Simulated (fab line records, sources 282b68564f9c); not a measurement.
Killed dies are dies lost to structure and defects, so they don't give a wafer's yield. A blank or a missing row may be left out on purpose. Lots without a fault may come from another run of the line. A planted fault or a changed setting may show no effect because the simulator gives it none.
fab line records | flow rit_cmos
record lots=7 wafers=21 last_day=6
route steps=202 shown NSD@139 PSD@142
lots that met no fault: from a run of the same line without faults
start_h: hours from the record's first day to the start of the lot's first wafer shown | wait_h: hours since the lot's step before | " the same as in the row above | L1.1+2: a row that stands for several wafers | - no value, or no start given | * or withheld: withheld | < > ~ a bound
route shown NAME@n: a module of which the file shows steps, and the number in the route of the first | usual: mean/standard deviation of fault-free wafers | same: alike in all rows | chamber/n: place in a boat | sites: the reading at each site | _std_site: their standard deviation | _edge_site: outer sites' mean less inner sites' | radius_mm: how far each site lies from the wafer's centre | mask NAME#n: copy n | behind: the tool/chamber that last shaped the wafer | hold: why the lot was held/for how many hours/how that ended | device: the transistor (n, p or np) that didn't switch | end of line: the same wafers' tests at the end of the route | a step without rows: its recipe alone | killed: dies lost to structure and defects at the first sort, not the wafer's yield | map: a wafer's dies, x killed, . not, _ none there
set.NAME: the setting as run; set.NAME@STEP: as run at that earlier step | model.NAME: the simulator's own value behind a step, which no gauge read
lots at some steps of the route; a table a step, a row a wafer
services: from which hour (start_h, from the record's first day; less than 0 if before it) a tool's chamber was out of use, for how many hours, and why
## steps
# step RIT_NSD_IMPLANT_08
# recipe species=P energy_kev=25 dose_cm2=1e+15 tilt_deg=7
# step RIT_NSD_STRIP_09
# recipe chemistry=O2 time_s=180 resist=NOVOLAK platen_temp_c=withheld power_w=500 pressure_mtorr=4000 o2_flow_sccm=4000
# usual chamber_pressure_mTorr=4000/3.8 drypump_motor_current_A=5.4/0.37
# columns lot.wafer tool chamber start_h wait_h chamber_pressure_mTorr drypump_motor_current_A rf_hours_counter_h
L853.2 plasma_asher-01 0 58.63 0.1 4006 5.3 42
L853.3 " 1 " " 3998 5.5 -
L853.6 " 0 " " 3998 5.3 -
L854.3 plasma_asher-04 0 63.46 0.1 4003 5.9 -
L854.4 " 1 " " 3998 5.4 -
L854.6 " 0 " " 4002 5.9 -
L855.1 plasma_asher-04 1 68.06 0.1 4000 5.3 44
L855.3 " 1 " " 4002 5.3 -
L855.4 " 0 " " 3998 5.9 -
L856.3 plasma_asher-02 1 72.45 0.1 4001 4.7 -
L856.5 " 1 " " 4007 4.7 -
L856.6 " 0 " " 4003 5.7 -
L860.2 plasma_asher-02 0 97.38 0.1 4004 5.7 30
L860.3 " 1 " " 4004 4.7 -
L860.4 " 0 " " 4003 5.7 -
L864.1 plasma_asher-01 1 120.04 0.1 3996 5.5 48
L864.5 " 0 " " 3995 5.3 -
L864.6 " 1 " " 4005 5.5 -
L868.1 plasma_asher-02 1 132.29 0.1 3999 4.7 34
L868.4 " 1 " " 4001 4.7 -
L868.6 " 0 " " 4002 5.7 -
# step RIT_NSD_TW_MEAS_10
# usual NSD_TW=3112/17
# columns lot.wafer tool chamber start_h wait_h NSD_TW
L853.2 film_metro-01 - 58.81 0.1 3112
L853.3 " - " " 3113
L853.6 " - " " 3122
L854.3 film_metro-02 - 63.60 0.1 3120
L854.4 " - " " 3100
L854.6 " - " " 3115
L855.1 film_metro-02 - 68.23 0.1 3120
L855.3 " - " " 3118
L855.4 " - " " 3099
L856.3 film_metro-01 - 72.59 0.1 3118
L856.5 " - " " 3119
L856.6 " - " " 3118
L860.2 film_metro-04 - 97.57 0.1 3092
L860.3 " - " " 3098
L860.4 " - " " 3086
L864.1 film_metro-02 - 120.22 0.1 3142
L864.5 " - " " 3120
L864.6 " - " " 3127
L868.1 film_metro-02 - 132.47 0.1 3146
L868.4 " - " " 3127
L868.6 " - " " 3153
# step RIT_PSD_HMDS_00
# recipe prime_time_s=60 prime_temp_c=140
# step RIT_PSD_COAT_01
# recipe resist=NOVOLAK spin_rpm=3250 resist_thk_nm=1000
# step RIT_PSD_SOFTBAKE_02
# recipe resist=NOVOLAK temp_c=90 time_s=60
# step RIT_PSD_EXPOSE_03
# recipe mask_id=M10 na=0.57 target_cd_nm=40900 dose_mj=250
# step RIT_PSD_PEB_04
# recipe resist=NOVOLAK temp_c=withheld time_s=withheld
# step RIT_PSD_DEVELOP_05
# recipe resist=NOVOLAK develop_time_s=50 dev_temp_c=23
# step RIT_PSD_OVL_MEAS_06
# usual PSD_OVL=0.0/1.3
# columns lot.wafer tool chamber start_h wait_h PSD_OVL[nm]
L853.2 overlay-01 - 59.84 - -0.1
L853.3 " - " " 1.3
L853.6 " - " " -0.1
L854.3 overlay-01 - 64.63 - 0.0
L854.4 " - " " -1.1
L854.6 " - " " -1.4
L855.1 overlay-01 - 69.14 - 0.9
L855.3 " - " " 2.4
L855.4 " - " " 1.6
L856.3 overlay-02 - 73.61 - 0.6
L856.5 " - " " 1.6
L856.6 " - " " 1.4
L860.2 overlay-02 - 98.60 - 1.6
L860.3 " - " " 1.0
L860.4 " - " " 0.8
L864.1 overlay-02 - 121.25 - -0.5
L864.5 " - " " 0.6
L864.6 " - " " 0.4
L868.1 overlay-02 - 133.38 - -2.0
L868.4 " - " " 1.4
L868.6 " - " " -0.3
# step RIT_PSD_HARDBAKE_07
# recipe resist=NOVOLAK temp_c=140 time_s=60
# step RIT_PSD_IMPLANT_08
# recipe species=BF2 energy_kev=27 dose_cm2=5e+15 tilt_deg=7
# step RIT_PSD_STRIP_09
# recipe chemistry=O2 time_s=180 resist=NOVOLAK platen_temp_c=withheld power_w=500 pressure_mtorr=4000 o2_flow_sccm=4000
# usual chamber_pressure_mTorr=4000/4.1 drypump_motor_current_A=5.5/0.39
# columns lot.wafer tool chamber start_h wait_h chamber_pressure_mTorr drypump_motor_current_A rf_hours_counter_h model.NOVOLAK_of_PSD_COAT_01.thk_nm
L853.2 plasma_asher-01 0 60.17 0.1 4000 5.3 42 0
L853.3 " 1 " " 4001 5.5 - 0
L853.6 " 0 " " 4001 5.3 - 0
L854.3 plasma_asher-04 0 65.01 0.1 - - - 882
L854.4 " 1 " " - - - 882.4
L854.6 " 0 " " - - - 883
L855.1 plasma_asher-01 1 69.48 0.1 - - - 882.8
L855.3 " 1 " " - - - 882.8
L855.4 " 0 " " - - - 883.5
L856.3 plasma_asher-03 1 74.00 0.1 - - - 882.9
L856.5 " 1 " " - - - 883.2
L856.6 " 0 " " - - - 883.5
L860.2 plasma_asher-03 0 98.93 0.1 3998 4.7 44 0
L860.3 " 0 " " 3993 4.7 - 0
L860.4 " 1 " " 4000 5.9 - 0
L864.1 plasma_asher-03 1 121.59 0.1 4006 5.9 47 0
L864.5 " 1 " " 3993 5.8 - 0
L864.6 " 0 " " 4004 4.7 - 0
L868.1 plasma_asher-04 0 133.71 0.1 3996 5.9 2 0
L868.4 " 0 " " 3999 6.0 - 0
L868.6 " 1 " " 4001 5.3 - 0
# step RIT_PSD_TW_MEAS_10
# usual PSD_TW=3413/19
# columns lot.wafer tool chamber start_h wait_h PSD_TW
L853.2 film_metro-01 - 60.36 0.1 3433
L853.3 " - " " 3417
L853.6 " - " " 3447
L854.3 film_metro-04 - 65.15 0.1 3395
L854.4 " - " " 3398
L854.6 " - " " 3405
L855.1 film_metro-04 - 69.66 0.1 3398
L855.3 " - " " 3405
L855.4 " - " " 3402
L856.3 film_metro-04 - 74.13 0.1 3381
L856.5 " - " " 3393
L856.6 " - " " 3385
L860.2 film_metro-01 - 99.11 0.1 3409
L860.3 " - " " 3417
L860.4 " - " " 3429
L864.1 film_metro-02 - 121.76 0.1 3409
L864.5 " - " " 3428
L864.6 " - " " 3412
L868.1 film_metro-02 - 133.89 0.1 3451
L868.4 " - " " 3442
L868.6 " - " " 3436
## services
# columns tool chamber start_h hours kind
plasma_asher-04 - 108.75 9.0 pm
plasma_asher-04 0 108.75 9.0 vent_cycle
plasma_asher-04 1 108.75 9.0 vent_cycle
plasma_asher-02 - 112.24 1.4 repair
plasma_asher-04 0 117.75 - clean
plasma_asher-04 1 117.75 - clean
## key
first_sign step=RIT_PSD_STRIP_09 reading=tool_record direction=missing
effect none on later readings
model_effect step=RIT_PSD_STRIP_09 value=NOVOLAK_of_PSD_COAT_01.thk_nm without=0 struck=882.9
met_at RIT_PSD_STRIP_09
struck_wafers L854.3,L854.4,L854.6,L855.1,L855.3,L855.4,L856.3,L856.5,L856.6
later_rows_left_out L854.3,L854.4,L854.6,L855.1,L855.3,L855.4,L856.3,L856.5,L856.6
sort_left_out L854.3,L854.4,L854.6,L855.1,L855.3,L855.4,L856.3,L856.5,L856.6
tester_left_out L854,L855,L856
onset_between 60.17 65.01
fault kind=skipped_step_whole tool=plasma_asher-01,plasma_asher-03,plasma_asher-04 chamber=- onset_h=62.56 steps=RIT_PSD_STRIP_09 scope=struck_lots_only
# tester_left_out: of these lots the tester's yield and bins aren't shown, on N5 and GAA mostly nor the transistor test; their killed dies are dies lost to structure and defects alone, not to doping, threshold or leakage, so they don't give the yield
# sort_left_out: the simulated sort isn't trusted on such a fault, so these wafers' sort isn't shown, and their yield isn't known
# later_rows_left_out: the simulator's readings of these wafers behind a module that went badly wrong aren't trusted and aren't shown, but for the sort
